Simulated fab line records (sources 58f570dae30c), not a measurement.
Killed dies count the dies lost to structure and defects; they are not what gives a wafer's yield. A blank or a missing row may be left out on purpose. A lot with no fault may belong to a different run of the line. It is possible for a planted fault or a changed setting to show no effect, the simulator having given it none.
Which tool is to blame? | flow berkeley cmos170 | at 1 step of a route of 331, 15 lots with 45 wafers sampled

WHAT EACH GAUGE READ, for each wafer
Not one reading of a measure or inspect step in the record can be checked against a usual standard deviation.

EACH LOT AND THE TOOL THAT RAN IT (in order: tool; ch and the chambers of the sampled wafers; start)
lot  | UCB170_FIELD_WET_ETCH_05
L368 | wet bench-01 ch 3, day 4 21:41
L370 | wet bench-03 ch 0, day 5 15:01
L371 | wet bench-01 ch 0, day 5 18:15
L376 | wet bench-03 ch 1, day 6 12:27
L377 | wet bench-03 ch 1, day 6 12:27
L378 | wet bench-04 ch 0, day 6 20:34
L381 | wet bench-03 ch 2, day 7 18:51
L384 | wet bench-03 ch 0, day 7 18:51
L382 | wet bench-01 ch 0, day 7 22:56
L383 | wet bench-01 ch 2, day 8 02:56
L386 | wet bench-04 ch 1, day 8 14:22
L387 | wet bench-04 ch 1, day 8 14:22
L388 | wet bench-01 ch 3, day 8 23:51
L389 | wet bench-04 ch 2, day 9 20:19
L391 | wet bench-01 ch 3, day 10 00:16
- UCB170_FIELD_WET_ETCH_05: etches Si3N4 in H3PO4, time 12600 s.

AS READ BY THE TOOLS THEMSELVES (means over the sampled wafers that have a number; for cases with no such wafer, the mark the record gives instead)
UCB170_FIELD_WET_ETCH_05.
lot  | tool         | bath guard temp C (C) | bath heat duty pct (%)
L368 | wet bench-01 | 159.3                 | 23.2
L370 | wet bench-03 | 159.3                 | 29.4
L371 | wet bench-01 | 160.9                 | 30.1
L376 | wet bench-03 | -                     | -
L377 | wet bench-03 | -                     | -
L378 | wet bench-04 | -                     | -
L381 | wet bench-03 | 160.2                 | 27.1
L384 | wet bench-03 | 159.4                 | 29.5
L382 | wet bench-01 | 160.7                 | 30.1
L383 | wet bench-01 | 159.9                 | 25.1
L386 | wet bench-04 | 159.6                 | 28.6
L387 | wet bench-04 | 159.4                 | 28.5
L388 | wet bench-01 | 159.6                 | 23.9
L389 | wet bench-04 | 161.0                 | 27.9
L391 | wet bench-01 | 159.4                 | 24.2

THE ANSWER, worked out from the rows above alone
Rule: usual is defined by the lots themselves. Put in order of their means at a reading, lots are off if they are a third of the lots or fewer, leave a main group of 4 or more, and stand apart from it by a gap of 3 or more times the standard deviation of the main group's means; of several such gaps the widest counts. Not used: any main group whose means are identical at the precision the tables above print for the reading. Also off: a lot with no number at a reading for which 4 or more lots have one. Where the step has rows for the other lots, those lots are counted as sound. After the gauges, taken in route order, come the tools' own readings; for these a lot's mean is taken, as printed above. At the first step where some lot is off, the reading lying furthest off is the one used; lots without a number count as furthest.
Off, at UCB170_FIELD_WET_ETCH_05 on bath guard temp C: L376, L377, L378. Without a number there: L376, L377, L378. Mean 159.9 C and standard deviation 0.62 in the main group.
A tool fits if, at that step or a process step before it, it ran every lot that is off, and no sound lot after the first of them. Of those tried, none fits.

WHAT THE SIMULATOR HAD INSERTED
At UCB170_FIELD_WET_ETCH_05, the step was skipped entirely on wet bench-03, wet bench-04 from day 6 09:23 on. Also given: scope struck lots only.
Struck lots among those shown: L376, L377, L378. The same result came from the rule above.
